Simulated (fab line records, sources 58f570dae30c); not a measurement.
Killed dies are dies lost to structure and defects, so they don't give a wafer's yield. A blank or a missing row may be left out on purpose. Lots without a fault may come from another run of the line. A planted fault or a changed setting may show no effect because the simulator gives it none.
fab line records | flow berkeley_cmos170
record lots=5 wafers=15 last_day=11
route steps=331 shown CONTACT@216 M1@238
lots that met no fault: from a run of the same line without faults
start_h: hours from the record's first day to the start of the lot's first wafer shown | wait_h: hours since the lot's step before | " the same as in the row above | L1.1+2: a row that stands for several wafers | - no value, or no start given | * or withheld: withheld | < > ~ a bound
route shown NAME@n: a module of which the file shows steps, and the number in the route of the first | usual: mean/standard deviation of fault-free wafers | same: alike in all rows | chamber/n: place in a boat | sites: the reading at each site | _std_site: their standard deviation | _edge_site: outer sites' mean less inner sites' | radius_mm: how far each site lies from the wafer's centre | mask NAME#n: copy n | behind: the tool/chamber that last shaped the wafer | hold: why the lot was held/for how many hours/how that ended | device: the transistor (n, p or np) that didn't switch | end of line: the same wafers' tests at the end of the route | a step without rows: its recipe alone | killed: dies lost to structure and defects at the first sort, not the wafer's yield | map: a wafer's dies, x killed, . not, _ none there
set.NAME: the setting as run; set.NAME@STEP: as run at that earlier step | model.NAME: the simulator's own value behind a step, which no gauge read
lots at some steps of the route; a table a step, a row a wafer
services: from which hour (start_h, from the record's first day; less than 0 if before it) a tool's chamber was out of use, for how many hours, and why
## steps
# step UCB170_CONTACT_CLEAN_00
# recipe chemistry=SPM temp_c=120 time_s=600
# same time_s=600
# columns lot.wafer tool chamber start_h wait_h
L076.2+3+4 wet_bench-01 2 139.87 0.0
L078.2+4+5 wet_bench-03 2 160.48 0.0
L077.1+2+3 wet_bench-04 1 161.02 0.0
L082.1+4+6 wet_bench-03 1 179.93 0.0
L093.3+5+6 wet_bench-01 2 229.98 0.0
# step UCB170_CONTACT_CVD_01
# recipe material=PSG target_thk_nm=700 temp_c=450 precursor=SiH4/O2/PH3 time_s=2820 pressure_mtorr=300 sih4_flow_sccm=60 o2_flow_sccm=87.17 ph3_flow_sccm=25
# usual spike_tc_load_C=470.1/2.5 susceptor_temp_C=449.98/0.26
# same time_s=2820
# columns lot.wafer tool chamber start_h wait_h spike_tc_load_C susceptor_temp_C
L076.2 lpcvd-01 0 141.75 1.7 469.0 450.07
L076.3 " 0 " " 466.6 449.93
L076.4 " 0 " " 470.3 450.10
L077.1 lpcvd-01 0 161.65 0.4 467.2 450.00
L077.2 " 0 " " 467.0 450.15
L077.3 " 0 " " 467.2 449.80
L078.2 lpcvd-01 0 161.65 1.0 468.6 450.02
L078.4 " 0 " " 467.8 449.71
L078.5 " 0 " " 466.5 450.13
L082.1 lpcvd-02 0 180.11 0.0 472.6 449.97
L082.4 " 0 " " 472.0 449.86
L082.6 " 0 " " 472.5 449.39
L093.3 lpcvd-01 1 230.88 0.7 471.7 449.98
L093.5 " 1 " " 473.8 450.17
L093.6 " 1 " " 471.6 449.93
# step UCB170_CONTACT_THK_MEAS_02
# recipe reads=PSG_of_CONTACT_CVD_01
# usual CONTACT_PSG_THK=685/8.1
# columns lot.wafer tool chamber start_h wait_h CONTACT_PSG_THK[nm]
L076.2 film_metro-02 - 143.54 0.0 683
L076.3 " - " " 678
L076.4 " - " " 679
L077.1 film_metro-02 - 163.43 0.0 695
L077.2 " - " " 698
L077.3 " - " " 698
L078.2 film_metro-01 - 163.44 0.0 689
L078.4 " - " " 689
L078.5 " - " " 684
L082.1 film_metro-03 - 181.89 0.0 696
L082.4 " - " " 692
L082.6 " - " " 692
L093.3 film_metro-03 - 232.69 0.0 669
L093.5 " - " " 668
L093.6 " - " " 670
# step UCB170_CONTACT_HMDS_03
# recipe prime_time_s=60 prime_temp_c=100
# columns lot.wafer tool chamber start_h wait_h
L076.2+3+4 litho_track-03 0 143.83 0.3
L077.1+2+3 litho_track-02 0 163.49 0.1
L078.2+4+5 litho_track-03 0 163.51 0.1
L082.1+4+6 litho_track-03 0 181.95 0.1
L093.3+5+6 litho_track-02 0 232.91 0.2
# step UCB170_CONTACT_COAT_04
# recipe resist=KrF spin_rpm=1500 resist_thk_nm=900
# usual dispense_pressure_kPa=52.7/2.8
# columns lot.wafer tool chamber start_h wait_h dispense_pressure_kPa
L076.2 litho_track-03 0 143.98 0.1 53.8
L076.3 " 0 " " 53.8
L076.4 " 0 " " 53.8
L077.1 litho_track-02 0 163.64 0.1 55.6
L077.2 " 0 " " 55.6
L077.3 " 0 " " 55.6
L078.2 litho_track-03 0 163.66 0.1 53.8
L078.4 " 0 " " 53.8
L078.5 " 0 " " 53.8
L082.1 litho_track-03 0 182.10 0.1 53.7
L082.4 " 0 " " 53.8
L082.6 " 0 " " 53.8
L093.3 litho_track-02 0 233.06 0.1 55.6
L093.5 " 0 " " 55.6
L093.6 " 0 " " 55.6
# step UCB170_CONTACT_SOFTBAKE_05
# recipe resist=KrF temp_c=130 time_s=60
# same time_s=60
# columns lot.wafer tool chamber start_h wait_h
L076.2+3+4 litho_track-03 0 144.13 0.1
L077.1+2+3 litho_track-02 0 163.79 0.1
L078.2+4+5 litho_track-03 0 163.81 0.1
L082.1+4+6 litho_track-03 0 182.25 0.1
L093.3+5+6 litho_track-02 0 233.21 0.1
# step UCB170_CONTACT_STRIP_06
# recipe chemistry=O2 power_w=400 pressure_mtorr=3500 platen_temp_c=withheld o2_flow_sccm=400 overash_fraction=0.5
# usual drypump_motor_current_A=5.8/0.51 oes_product_au=0.735/0.0044 strip_time_to_endpoint_s=21.99/0.053
# columns lot.wafer tool chamber start_h wait_h drypump_motor_current_A oes_product_au rf_hours_counter_h strip_time_to_endpoint_s
L076.2 plasma_asher-01 0 144.26 0.1 6.1 0.746 2 22.06
L076.3 " 0 " " 6.1 0.732 - 22.02
L076.4 " 1 " " 5.9 0.735 - 22.01
L077.1 plasma_asher-04 0 163.94 0.1 5.3 0.730 47 21.89
L077.2 " 1 " " 6.2 0.734 47 21.95
L077.3 " 1 " " 6.2 0.739 - 21.97
L078.2 plasma_asher-02 1 163.94 0.1 4.8 0.734 43 22.00
L078.4 " 1 " " 4.8 0.739 - 22.03
L078.5 " 0 " " 6.2 0.729 - 21.96
L082.1 plasma_asher-01 1 182.40 0.1 5.9 0.731 7 21.99
L082.4 " 0 " " 6.1 0.734 - 22.03
L082.6 " 0 " " 6.1 0.731 - 22.05
L093.3 plasma_asher-02 1 233.34 0.1 4.8 0.741 - 21.95
L093.5 " 1 " " 4.8 0.728 - 22.02
L093.6 " 0 " " 6.2 0.731 - 21.95
# step UCB170_CONTACT_CLEAN_07
# recipe chemistry=SPM temp_c=120 time_s=600
# same time_s=600
# columns lot.wafer tool chamber start_h wait_h
L076.2+3+4 wet_bench-01 3 144.37 0.1
L077.1+2+3 wet_bench-03 3 164.04 0.1
L078.2+4+5 wet_bench-03 3 164.04 0.1
L082.1+4+6 wet_bench-01 1 182.50 0.1
L093.3+5+6 wet_bench-04 2 233.41 0.0
# step UCB170_CONTACT_RTA_08
# recipe temp_c=900 time_s=10 ambient=N2
# usual lamp_power_pct=23.4/0.55 wafer_temp_C_max=902.9/0.73
# same time_s=10
# columns lot.wafer tool chamber start_h wait_h lamp_power_pct wafer_temp_C_max
L076.2 rtp_anneal-01 0 144.56 0.0 23.8 902.5
L076.3 " 0 " " 23.8 902.7
L076.4 " 0 " " 23.8 902.8
L077.1 rtp_anneal-02 0 164.23 0.0 22.8 902.9
L077.2 " 0 " " 22.7 902.1
L077.3 " 0 " " 22.7 902.4
L078.2 rtp_anneal-01 0 164.24 0.0 23.9 902.5
L078.4 " 0 " " 23.8 902.7
L078.5 " 0 " " 23.9 902.0
L082.1 rtp_anneal-01 0 182.68 0.0 23.8 902.8
L082.4 " 0 " " 23.8 903.1
L082.6 " 0 " " 23.8 901.1
L093.3 rtp_anneal-01 0 233.61 0.0 23.8 902.5
L093.5 " 0 " " 23.8 902.1
L093.6 " 0 " " 23.8 903.6
# step UCB170_CONTACT_COAT_09
# recipe resist=BARC temp_c=withheld time_s=withheld spin_rpm=3000 resist_thk_nm=withheld
# usual dispense_pressure_kPa=53.0/2.4
# columns lot.wafer tool chamber start_h wait_h dispense_pressure_kPa
L076.2 litho_track-02 0 144.64 0.1 55.6
L076.3 " 0 " " 55.6
L076.4 " 0 " " 55.6
L078.2 litho_track-02 0 164.32 0.1 55.6
L078.4 " 0 " " 55.6
L078.5 " 0 " " 55.6
L077.1 litho_track-03 0 164.39 0.1 53.8
L077.2 " 0 " " 53.8
L077.3 " 0 " " 53.8
L082.1 litho_track-03 0 182.74 0.1 53.8
L082.4 " 0 " " 53.7
L082.6 " 0 " " 53.8
L093.3 litho_track-03 0 233.98 0.4 53.8
L093.5 " 0 " " 53.8
L093.6 " 0 " " 53.8
# step UCB170_CONTACT_COAT_10
# recipe resist=KrF spin_rpm=1500 resist_thk_nm=900
# usual dispense_pressure_kPa=53.0/2.4
# columns lot.wafer tool chamber start_h wait_h dispense_pressure_kPa
L076.2 litho_track-02 0 - - 55.6
L076.3 " 0 " " 55.6
L076.4 " 0 " " 55.6
L078.2 litho_track-02 0 - - 55.6
L078.4 " 0 " " 55.6
L078.5 " 0 " " 55.6
L077.1 litho_track-03 0 - - 53.8
L077.2 " 0 " " 53.8
L077.3 " 0 " " 53.8
L082.1 litho_track-03 0 - - 53.8
L082.4 " 0 " " 53.8
L082.6 " 0 " " 53.8
L093.3 litho_track-03 0 - - 53.8
L093.5 " 0 " " 53.8
L093.6 " 0 " " 53.8
# step UCB170_CONTACT_SOFTBAKE_11
# recipe resist=KrF temp_c=130 time_s=60
# same time_s=60
# columns lot.wafer tool chamber start_h wait_h
L076.2+3+4 litho_track-02 0 - -
L078.2+4+5 litho_track-02 0 - -
L077.1+2+3 litho_track-03 0 - -
L082.1+4+6 litho_track-03 0 - -
L093.3+5+6 litho_track-03 0 - -
# step UCB170_CONTACT_EXPOSE_12
# recipe mask_id=CONT target_cd_nm=700 na=0.5 sigma_outer=0.6 source_shape=conventional dose_mj=35
# usual stage_vel_mm_s=500.00/0.24
# columns lot.wafer tool chamber start_h wait_h mask stage_vel_mm_s
L076.2 krf_scanner-01 0 145.08 - CONT#0 500.57
L076.3 " 0 " " CONT#0 500.01
L076.4 " 0 " " CONT#0 500.27
L078.2 krf_scanner-01 0 164.89 - CONT#0 500.16
L078.4 " 0 " " CONT#0 500.21
L078.5 " 0 " " CONT#0 500.40
L077.1 krf_scanner-01 0 164.99 - CONT#0 500.08
L077.2 " 0 " " CONT#0 499.91
L077.3 " 0 " " CONT#0 500.28
L082.1 krf_scanner-02 0 183.32 - CONT#0 500.27
L082.4 " 0 " " CONT#0 500.34
L082.6 " 0 " " CONT#0 499.86
L093.3 krf_scanner-01 0 234.58 - CONT#0 499.85
L093.5 " 0 " " CONT#0 499.54
L093.6 " 0 " " CONT#0 500.01
# step UCB170_CONTACT_PEB_13
# recipe peb_temp_c=130 peb_time_s=withheld resist=KrF
# columns lot.wafer tool chamber start_h wait_h
L076.2+3+4 litho_track-01 0 145.65 0.5
L078.2+4+5 litho_track-03 0 165.14 0.2
L077.1+2+3 litho_track-03 0 165.39 0.4
L082.1+4+6 litho_track-03 0 183.43 0.1
L093.3+5+6 litho_track-02 0 234.94 0.3
# step UCB170_CONTACT_DEVELOP_14
# recipe developer=TMAH develop_time_s=45 resist=KrF dev_temp_c=21
# columns lot.wafer tool chamber start_h wait_h
L076.2+3+4 litho_track-01 0 - -
L078.2+4+5 litho_track-03 0 - -
L077.1+2+3 litho_track-03 0 - -
L082.1+4+6 litho_track-03 0 - -
L093.3+5+6 litho_track-02 0 - -
# step UCB170_CONTACT_CD_MEAS_15
# recipe target_cd_nm=700
# usual cd_nm=699.8/1.2
# columns lot.wafer tool chamber start_h wait_h cd_nm
L076.2 cd_sem-02 - 145.92 - 699.5
L076.3 " - " " 699.7
L076.4 " - " " 698.8
L078.2 cd_sem-01 - 165.41 - 699.5
L078.4 " - " " 699.4
L078.5 " - " " 701.0
L077.1 cd_sem-01 - 165.66 - 698.6
L077.2 " - " " 698.5
L077.3 " - " " 699.7
L082.1 cd_sem-02 - 183.71 - 699.5
L082.4 " - " " 698.5
L082.6 " - " " 700.0
L093.3 cd_sem-02 - 235.27 - 701.0
L093.5 " - " " 698.3
L093.6 " - " " 700.1
# step UCB170_CONTACT_OVL_MEAS_16
# usual CONTACT_OVL=3/6.3
# columns lot.wafer tool chamber start_h wait_h CONTACT_OVL[nm]
L076.2 overlay-01 - 146.02 0.1 3
L076.3 " - " " -1
L076.4 " - " " 5
L078.2 overlay-02 - 165.51 0.1 9
L078.4 " - " " 8
L078.5 " - " " 1
L077.1 overlay-02 - 165.78 0.1 1
L077.2 " - " " -6
L077.3 " - " " 8
L082.1 overlay-01 - 183.83 0.1 8
L082.4 " - " " 0
L082.6 " - " " 3
L093.3 overlay-02 - 235.36 0.1 18
L093.5 " - " " 22
L093.6 " - " " 22
# step UCB170_CONTACT_ETCH_17
# recipe chemistry=N2/H2 target_depth_a=withheld overetch_a=withheld target=BARC time_s=withheld source_w=500 bias_w=100 pressure_mtorr=30 n2_flow_sccm=100 h2_flow_sccm=200
# usual drypump_motor_current_A=5.7/0.45 n2_flow_sccm=100.0/0.35 oes_product_au=0.997/0.021 throttle_valve_pct=13.33/0.22
# columns lot.wafer tool chamber start_h wait_h drypump_motor_current_A n2_flow_sccm oes_product_au throttle_valve_pct
L076.2 rie_diel-02 0 146.05 0.0 5.9 99.7 1.050 13.56
L076.3 " 1 " " 5.0 100.5 1.005 13.65
L076.4 " 2 " " 5.1 100.2 0.998 12.90
L078.2 rie_diel-03 2 165.54 0.0 6.1 100.2 0.978 13.22
L078.4 " 2 " " 6.1 100.3 0.983 13.21
L078.5 " 1 " " 5.3 100.1 0.981 13.63
L077.1 rie_diel-02 1 165.82 0.0 5.0 100.1 0.994 13.64
L077.2 " 0 " " 6.0 99.9 1.043 13.56
L077.3 " 3 " " 5.7 99.5 1.005 13.32
L082.1 rie_diel-04 0 183.86 0.0 5.9 99.7 0.983 13.29
L082.4 " 1 " " 5.6 99.5 1.016 13.29
L082.6 " 1 " " 5.6 99.3 1.001 13.28
L093.3 rie_diel-03 1 235.39 0.0 5.3 100.4 0.981 13.62
L093.5 " 0 " " 5.4 100.3 0.985 13.06
L093.6 " 2 " " 6.2 99.8 0.977 13.22
# step UCB170_CONTACT_ETCH_18
# recipe chemistry=CHF3/CF4/Ar target=PSG stop_on=TiSi2 CHF3_flow_sccm=45 cf4_flow_sccm=15 Ar_flow_sccm=150 pressure_mtorr=200 rf_w=700 target_depth_a=8400 over_etch_frac=0.2 time_s=195
# usual CHF3_flow_sccm=44.99/0.15 cf4_flow_sccm=15.00/0.044 drypump_motor_current_A=5.7/0.45 oes_product_au=0.885/0.019 throttle_valve_pct=6.96/0.14
# same time_s=195
# columns lot.wafer tool chamber start_h wait_h CHF3_flow_sccm cf4_flow_sccm drypump_motor_current_A oes_product_au rf_hours_counter_h throttle_valve_pct
L076.2 rie_diel-02 0 - - 45.04 14.97 6.0 0.898 107 7.13
L076.3 " 1 " " 44.90 15.03 5.0 0.895 19 7.08
L076.4 " 2 " " 44.91 14.98 5.1 0.887 - 6.62
L078.2 rie_diel-03 2 - - 44.96 14.98 6.2 0.882 16 6.91
L078.4 " 2 " " 45.01 15.01 6.2 0.882 - 6.93
L078.5 " 1 " " 45.08 14.98 5.3 0.886 - 7.17
L077.1 rie_diel-02 1 - - 45.10 14.94 5.0 0.896 20 7.07
L077.2 " 0 " " 45.02 15.03 6.0 0.913 108 7.12
L077.3 " 3 " " 45.26 15.02 5.7 0.914 107 6.90
L082.1 rie_diel-04 0 - - 45.10 14.98 5.9 0.898 9 6.94
L082.4 " 1 " " 45.11 14.92 5.6 0.885 18 6.99
L082.6 " 1 " " 45.21 15.01 5.6 0.878 - 6.96
L093.3 rie_diel-03 1 - - 45.10 14.94 5.3 0.884 126 7.17
L093.5 " 0 " " 44.91 15.03 5.4 0.855 - 6.77
L093.6 " 2 " " 45.00 15.01 6.1 0.868 - 6.92
# step UCB170_CONTACT_STRIP_19
# recipe chemistry=O2 power_w=400 pressure_mtorr=3500 platen_temp_c=withheld o2_flow_sccm=400 overash_fraction=0.5
# usual drypump_motor_current_A=5.8/0.5 oes_product_au=0.726/0.0047
# columns lot.wafer tool chamber start_h wait_h drypump_motor_current_A oes_product_au rf_hours_counter_h
L076.2 plasma_asher-02 1 146.22 - 4.8 0.728 40
L076.3 " 1 " " 4.8 0.723 -
L076.4 " 0 " " 6.2 0.723 -
L078.2 plasma_asher-01 0 165.71 - 6.1 0.731 5
L078.4 " 1 " " 5.9 0.729 -
L078.5 " 0 " " 6.1 0.730 -
L077.1 plasma_asher-04 1 165.99 - 6.2 0.728 47
L077.2 " 0 " " 5.3 0.726 47
L077.3 " 1 " " 6.2 0.727 -
L082.1 plasma_asher-04 0 184.03 - 5.3 0.719 49
L082.4 " 1 " " 6.2 0.724 -
L082.6 " 0 " " 5.3 0.730 -
L093.3 plasma_asher-04 1 235.59 - 6.2 0.724 -
L093.5 " 1 " " 6.2 0.719 -
L093.6 " 0 " " 5.3 0.718 -
# step UCB170_CONTACT_CD_MEAS_90
# recipe target_cd_nm=700
# usual cd_nm=699.6/1.5
# columns lot.wafer tool chamber start_h wait_h cd_nm
L076.2 cd_sem-01 - 146.34 0.1 699.0
L076.3 " - " " 700.4
L076.4 " - " " 697.8
L078.2 cd_sem-02 - 165.83 0.1 698.2
L078.4 " - " " 698.2
L078.5 " - " " 699.7
L077.1 cd_sem-02 - 166.09 0.1 699.2
L077.2 " - " " 698.3
L077.3 " - " " 698.3
L082.1 cd_sem-01 - 184.13 0.1 699.0
L082.4 " - " " 698.9
L082.6 " - " " 700.2
L093.3 cd_sem-02 - 235.69 0.1 701.5
L093.5 " - " " 699.4
L093.6 " - " " 698.8
# step UCB170_CONTACT_CLEAN_20
# recipe chemistry=SPM temp_c=120 time_s=600
# same time_s=600
# columns lot.wafer tool chamber start_h wait_h
L076.2+3+4 wet_bench-01 1 146.44 0.1
L078.2+4+5 wet_bench-03 2 165.93 0.1
L077.1+2+3 wet_bench-01 0 166.21 0.1
L082.1+4+6 wet_bench-01 1 184.25 0.1
L093.3+5+6 wet_bench-04 3 235.77 0.1
# step UCB170_M1_SPUTTER_00
# recipe material=Al target_thk_nm=600 time_s=80 power_w=6000 chamber_pressure_pa=0.5
# usual throttle_valve_pct=30.3/0.94
# same time_s=80
# columns lot.wafer tool chamber start_h wait_h throttle_valve_pct
L076.2 pvd_sputter-04 - 146.62 0.0 31.1
L076.3 " - " " 30.7
L076.4 " - " " 29.2
L078.2 pvd_sputter-04 - 166.12 0.0 30.2
L078.4 " - " " 31.0
L078.5 " - " " 30.2
L077.1 pvd_sputter-02 - 166.38 0.0 30.1
L077.2 " - " " 30.0
L077.3 " - " " 29.6
L082.1 pvd_sputter-04 - 184.43 0.0 30.5
L082.4 " - " " 31.2
L082.6 " - " " 30.3
L093.3 pvd_sputter-04 - 235.95 0.0 29.2
L093.5 " - " " 29.2
L093.6 " - " " 30.7
# step UCB170_M1_RS_MEAS_01
# recipe thk_meas_gauge=four-point-probe reads=Al_of_M1_SPUTTER_00
# usual M1_AL_RS=0.0484/0.00046
# columns lot.wafer tool chamber start_h wait_h M1_AL_RS[ohm/sq]
L076.2 film_metro-01 - 146.70 0.1 0.0479
L076.3 " - " " 0.0480
L076.4 " - " " 0.0484
L078.2 film_metro-03 - 166.20 0.1 0.0480
L078.4 " - " " 0.0488
L078.5 " - " " 0.0484
L077.1 film_metro-04 - 166.44 0.0 0.0480
L077.2 " - " " 0.0484
L077.3 " - " " 0.0484
L082.1 film_metro-04 - 184.49 0.0 0.0487
L082.4 " - " " 0.0491
L082.6 " - " " 0.0489
L093.3 film_metro-01 - 236.05 0.1 0.0489
L093.5 " - " " 0.0490
L093.6 " - " " 0.0486
# step UCB170_M1_THK_MEAS_02
# recipe thk_meas_gauge=xrf reads=Al_of_M1_SPUTTER_00
# usual M1_AL_THK=587/6.5
# columns lot.wafer tool chamber start_h wait_h M1_AL_THK[nm]
L076.2 film_metro-01 - 146.81 0.1 598
L076.3 " - " " 595
L076.4 " - " " 591
L078.2 film_metro-03 - 166.31 0.1 595
L078.4 " - " " 589
L078.5 " - " " 591
L077.1 film_metro-04 - 166.56 0.1 590
L077.2 " - " " 588
L077.3 " - " " 587
L082.1 film_metro-04 - 184.61 0.1 580
L082.4 " - " " 577
L082.6 " - " " 575
L093.3 film_metro-01 - 236.15 0.1 583
L093.5 " - " " 582
L093.6 " - " " 586
# step UCB170_M1_COAT_03
# recipe resist=BARC temp_c=withheld time_s=withheld spin_rpm=3000 resist_thk_nm=withheld
# usual dispense_pressure_kPa=53/3.1
# columns lot.wafer tool chamber start_h wait_h dispense_pressure_kPa
L076.2 litho_track-02 0 146.88 0.1 56
L076.3 " 0 " " 56
L076.4 " 0 " " 56
L078.2 litho_track-01 0 166.39 0.1 49
L078.4 " 0 " " 49
L078.5 " 0 " " 49
L077.1 litho_track-02 0 166.62 0.1 56
L077.2 " 0 " " 56
L077.3 " 0 " " 56
L082.1 litho_track-02 0 184.67 0.1 56
L082.4 " 0 " " 56
L082.6 " 0 " " 56
L093.3 litho_track-02 0 236.24 0.1 56
L093.5 " 0 " " 56
L093.6 " 0 " " 56
# step UCB170_M1_COAT_04
# recipe resist=KrF spin_rpm=1500 resist_thk_nm=900
# usual dispense_pressure_kPa=53/3.1
# columns lot.wafer tool chamber start_h wait_h dispense_pressure_kPa
L076.2 litho_track-02 0 - - 56
L076.3 " 0 " " 56
L076.4 " 0 " " 56
L078.2 litho_track-01 0 - - 49
L078.4 " 0 " " 49
L078.5 " 0 " " 49
L077.1 litho_track-02 0 - - 56
L077.2 " 0 " " 56
L077.3 " 0 " " 56
L082.1 litho_track-02 0 - - 56
L082.4 " 0 " " 56
L082.6 " 0 " " 56
L093.3 litho_track-02 0 - - 56
L093.5 " 0 " " 56
L093.6 " 0 " " 56
# step UCB170_M1_SOFTBAKE_05
# recipe resist=KrF temp_c=130 time_s=60
# same time_s=60
# columns lot.wafer tool chamber start_h wait_h
L076.2+3+4 litho_track-02 0 - -
L078.2+4+5 litho_track-01 0 - -
L077.1+2+3 litho_track-02 0 - -
L082.1+4+6 litho_track-02 0 - -
L093.3+5+6 litho_track-02 0 - -
# step UCB170_M1_EXPOSE_06
# recipe mask_id=METAL1 target_cd_nm=700 na=0.5 sigma_outer=0.6 source_shape=conventional dose_mj=21
# usual stage_vel_mm_s=499.97/0.25
# columns lot.wafer tool chamber start_h wait_h mask stage_vel_mm_s
L076.2 krf_scanner-02 0 147.45 - METAL1#0 500.08
L076.3 " 0 " " METAL1#0 499.81
L076.4 " 0 " " METAL1#0 499.89
L078.2 krf_scanner-01 0 166.96 - METAL1#0 499.60
L078.4 " 0 " " METAL1#0 499.66
L078.5 " 0 " " METAL1#0 499.84
L077.1 krf_scanner-02 0 167.20 - METAL1#0 499.50
L077.2 " 0 " " METAL1#0 499.73
L077.3 " 0 " " METAL1#0 499.89
L082.1 krf_scanner-02 0 185.12 - METAL1#0 499.94
L082.4 " 0 " " METAL1#0 500.38
L082.6 " 0 " " METAL1#0 499.97
L093.3 krf_scanner-01 0 236.80 - METAL1#0 500.46
L093.5 " 0 " " METAL1#0 499.84
L093.6 " 0 " " METAL1#0 499.56
# step UCB170_M1_PEB_07
# recipe peb_temp_c=130 peb_time_s=withheld resist=KrF
# usual plate_sensor_t_centre_C=131.41/0.011 plate_sensor_t_edge_C=131.53/0.0098
# columns lot.wafer tool chamber start_h wait_h plate_sensor_t_centre_C plate_sensor_t_edge_C
L076.2 litho_track-04 0 147.91 0.4 131.43 131.52
L076.3 " 0 " " 131.39 131.52
L076.4 " 0 " " 131.42 131.52
L078.2 litho_track-01 0 167.29 0.3 131.41 131.53
L078.4 " 0 " " 131.42 131.52
L078.5 " 0 " " 131.39 131.53
L077.1 litho_track-04 0 167.33 0.1 131.42 131.52
L077.2 " 0 " " 131.4 131.55
L077.3 " 0 " " 131.42 131.52
L082.1 litho_track-02 0 185.23 0.1 131.42 131.53
L082.4 " 0 " " 131.42 131.53
L082.6 " 0 " " 131.41 131.55
L093.3 litho_track-04 0 236.93 0.1 131.4 131.53
L093.5 " 0 " " 131.42 131.53
L093.6 " 0 " " 131.42 131.51
# step UCB170_M1_DEVELOP_08
# recipe developer=TMAH develop_time_s=45 resist=KrF dev_temp_c=21
# columns lot.wafer tool chamber start_h wait_h
L076.2+3+4 litho_track-04 0 - -
L078.2+4+5 litho_track-01 0 - -
L077.1+2+3 litho_track-04 0 - -
L082.1+4+6 litho_track-02 0 - -
L093.3+5+6 litho_track-04 0 - -
# step UCB170_M1_CD_MEAS_09
# recipe target_cd_nm=700
# usual cd_nm=699.5/1.4
# columns lot.wafer tool chamber start_h wait_h cd_nm
L076.2 cd_sem-01 - 148.18 - 699.2
L076.3 " - " " 699.6
L076.4 " - " " 699.7
L078.2 cd_sem-01 - 167.56 - 700.0
L078.4 " - " " 699.3
L078.5 " - " " 698.2
L077.1 cd_sem-02 - 167.61 - 699.6
L077.2 " - " " 698.9
L077.3 " - " " 698.5
L082.1 cd_sem-02 - 185.51 - 699.4
L082.4 " - " " 700.3
L082.6 " - " " 700.9
L093.3 cd_sem-01 - 237.20 - 700.0
L093.5 " - " " 700.6
L093.6 " - " " 699.6
# step UCB170_M1_OVL_MEAS_10
# usual M1_OVL=-5/6.2
# columns lot.wafer tool chamber start_h wait_h M1_OVL[nm]
L076.2 overlay-01 - 148.29 0.1 1
L076.3 " - " " 2
L076.4 " - " " -3
L078.2 overlay-01 - 167.66 0.1 -13
L078.4 " - " " -7
L078.5 " - " " -8
L077.1 overlay-01 - 167.73 0.1 -10
L077.2 " - " " -10
L077.3 " - " " -11
L082.1 overlay-01 - 185.63 0.1 -3
L082.4 " - " " -6
L082.6 " - " " -5
L093.3 overlay-02 - 237.29 0.1 -2
L093.5 " - " " -4
L093.6 " - " " -2
# step UCB170_M1_ETCH_11
# recipe chemistry=N2/H2 target_depth_a=withheld overetch_a=withheld target=BARC time_s=withheld source_w=500 bias_w=100 pressure_mtorr=30 n2_flow_sccm=100 h2_flow_sccm=200
# usual drypump_motor_current_A=5.6/0.46 n2_flow_sccm=100.0/0.32 oes_product_au=0.995/0.022 throttle_valve_pct=13.34/0.23
# columns lot.wafer tool chamber start_h wait_h drypump_motor_current_A n2_flow_sccm oes_product_au throttle_valve_pct
L076.2 rie_diel-01 3 148.32 0.0 5.7 100.4 0.978 13.48
L076.3 " 2 " " 5.1 100.3 1.021 13.25
L076.4 " 1 " " 6.3 100.2 1.007 13.16
L078.2 rie_diel-01 1 167.69 0.0 6.3 100.3 1.007 13.16
L078.4 " 0 " " 5.4 99.9 0.975 13.32
L078.5 " 1 " " 6.3 100.0 1.009 13.18
L077.1 rie_diel-03 2 167.76 0.0 6.1 100.2 0.968 13.23
L077.2 " 0 " " 5.4 100.3 0.989 13.05
L077.3 " 1 " " 5.3 99.8 0.982 13.61
L082.1 rie_diel-02 2 185.67 0.0 5.1 100.0 0.992 12.94
L082.4 " 3 " " 5.7 100.4 1.009 13.31
L082.6 " 0 " " 6.0 99.9 1.045 13.57
L093.3 rie_diel-03 0 237.31 0.0 5.4 99.8 0.992 13.07
L093.5 " 0 " " 5.4 100.0 0.992 13.06
L093.6 " 2 " " 6.1 100.7 0.975 13.22
# step UCB170_M1_METAL_ETCH_12
# recipe chemistry=Cl2/BCl3 target=Al stop_on=PSG pressure_mtorr=12.53 target_depth_a=7800 over_etch_frac=0.3 time_s=130 icp_w=600 bias_w=120 Cl2_flow_sccm=90 bcl3_flow_sccm=45
# usual drypump_motor_current_A=5.5/0.5 oes_product_au=0.860/0.017 throttle_valve_pct=24.07/0.13
# same time_s=130
# columns lot.wafer tool chamber start_h wait_h drypump_motor_current_A oes_product_au rf_hours_counter_h throttle_valve_pct
L076.2 rie_metal-04 1 148.36 - 5.4 0.878 8.1 24.05
L076.3 " 1 " " 5.4 0.863 - 24.04
L076.4 " 0 " " 4.9 0.860 - 24.18
L078.2 rie_metal-04 1 167.74 - 5.4 0.883 8.6 24.03
L078.4 " 0 " " 4.9 0.853 - 24.17
L078.5 " 1 " " 5.4 0.873 - 24.04
L077.1 rie_metal-01 0 167.80 - 6.2 0.858 9.6 24.10
L077.2 " 1 " " 6.0 0.878 10.1 24.19
L077.3 " 1 " " 5.9 0.886 - 24.19
L082.1 rie_metal-04 1 185.71 - 5.4 0.866 9.1 24.01
L082.4 " 1 " " 5.4 0.871 - 24.03
L082.6 " 0 " " 4.9 0.846 - 24.17
L093.3 rie_metal-02 0 237.40 - 4.9 0.842 - 23.95
L093.5 " 1 " " 5.5 0.829 - 23.71
L093.6 " 0 " " 4.9 0.848 - 23.94
## services
# columns tool chamber start_h hours kind
krf_scanner-02 - 121.58 0.8 pm
rie_diel-03 - 123.93 0.1 repair
rie_diel-02 3 139.52 23.4 repair
rie_metal-02 1 140.45 2.1 repair
pvd_sputter-02 - 145.64 11.8 repair
pvd_sputter-02 - 148.98 9.9 repair
rie_diel-04 3 158.19 18.2 repair
krf_scanner-01 - 171.97 2.3 repair
rie_diel-04 - 187.80 0.7 repair
krf_scanner-02 - 189.88 1.3 pm
pvd_sputter-04 - 191.23 0.8 repair
rie_metal-02 - 192.84 2.8 pm
rie_diel-04 - 199.68 0.9 repair
krf_scanner-02 - 202.02 0.4 repair
krf_scanner-01 - 205.79 1.3 pm
rie_diel-02 2 209.47 12.5 repair
krf_scanner-01 - 211.16 0.8 pm
rie_metal-01 - 213.36 0.3 repair
krf_scanner-01 - 214.82 3.0 pm
rie_diel-03 3 218.88 24.4 repair
rie_diel-04 0 227.33 10.2 repair
krf_scanner-01 - 227.91 1.0 pm
krf_scanner-02 - 230.16 0.7 repair
rie_diel-01 - 234.35 1.8 repair
## key
fault none
